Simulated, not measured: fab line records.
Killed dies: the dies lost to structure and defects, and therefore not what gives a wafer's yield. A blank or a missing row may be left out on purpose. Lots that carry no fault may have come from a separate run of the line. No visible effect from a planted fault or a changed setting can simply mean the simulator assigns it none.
Shared-tool check    flow rit_cmos    Lots sampled 14, wafers sampled 54

## REASON FOR OPENING
4 of 14 lots carry a flag on the reading NRETRO_TW at RIT_NRETRO_TW_MEAS_10. Wafers without a fault read 1040, standard deviation 14.
Rule: flag the lot when none of its wafers has a number, or when each of its wafers that has one lies beyond 4 standard deviations from that mean. The other lots count as sound.

lot   measured     on             NRETRO_TW, wafer by wafer  flag
L424  day 2 06:08  film_metro-01  1030 1032 1029             
L425  day 2 10:45  film_metro-02  1040 1035 1036             
L426  day 2 17:07  film_metro-04  1046 1048 1041             
L427  day 2 21:28  film_metro-02  1035 1039 1036             
L428  day 3 03:22  film_metro-02  1038 1035 1040             
L429  day 3 06:34  film_metro-02  1041 1033 1038             
L430  day 3 12:29  film_metro-01  1026 1030 1024             
L431  day 3 17:50  film_metro-04  1062 1057 1055             
L432  day 4 00:03  film_metro-02  1036 1036 1037             
L435  day 4 16:29  film_metro-04  1068 1060 1064             
L436  day 5 02:13  film_metro-01  465 464 464 466 464 464    FLAGGED
L437  day 5 05:53  film_metro-01  466 467 465 468 466 464    FLAGGED
L438  day 5 08:45  film_metro-02  472 474 474 471 474 470    FLAGGED
L439  day 5 13:33  film_metro-04  479 478 480 479 479 481    FLAGGED
On average the flagged lots' numbers are 471, which is -569 against the usual, or -41 standard deviations.

## TOOL THAT RAN EACH LOT
The record keeps 1 process step preceding the reading, out of 202 steps on the route. Each cell gives the tool, then ch followed by the chambers the sampled wafers passed through, then the start.
lot   flag     RIT_NRETRO_IMPLANT_08
L424           implanter-03 ch 0, day 2 05:49
L425           implanter-02 ch 0, day 2 10:25
L426           implanter-02 ch 0, day 2 16:49
L427           implanter-03 ch 0, day 2 21:10
L428           implanter-03 ch 0, day 3 03:02
L429           implanter-02 ch 0, day 3 06:17
L430           implanter-01 ch 0, day 3 12:12
L431           implanter-02 ch 0, day 3 17:31
L432           implanter-01 ch 0, day 3 23:44
L435           implanter-01 ch 0, day 4 16:10
L436  FLAGGED  implanter-01 ch 0, day 5 01:53
L437  FLAGGED  implanter-01 ch 0, day 5 05:35
L438  FLAGGED  implanter-02 ch 0, day 5 08:26
L439  FLAGGED  implanter-03 ch 0, day 5 13:14
What the steps here do:
- RIT_NRETRO_IMPLANT_08
- RIT_NRETRO_TW_MEAS_10

## FLAGGED AGAINST TOTAL, ONE TOOL AT A TIME (gauges that did the reading follow at the end)
step                   tool           lots run  flagged  share of the flagged lots  sound lots run after its first flagged lot
RIT_NRETRO_IMPLANT_08  implanter-01   5         2        some                       0
RIT_NRETRO_IMPLANT_08  implanter-02   5         1        some                       0
RIT_NRETRO_IMPLANT_08  implanter-03   4         1        some                       0
RIT_NRETRO_TW_MEAS_10  film_metro-01  4         2        some                       0
RIT_NRETRO_TW_MEAS_10  film_metro-02  6         1        some                       0
RIT_NRETRO_TW_MEAS_10  film_metro-04  4         1        some                       0

## WHAT IS ALLOWED BY THE TABLE
No row of the table ran every flagged lot.

## WHAT WAS PUT IN BY THE SIMULATOR
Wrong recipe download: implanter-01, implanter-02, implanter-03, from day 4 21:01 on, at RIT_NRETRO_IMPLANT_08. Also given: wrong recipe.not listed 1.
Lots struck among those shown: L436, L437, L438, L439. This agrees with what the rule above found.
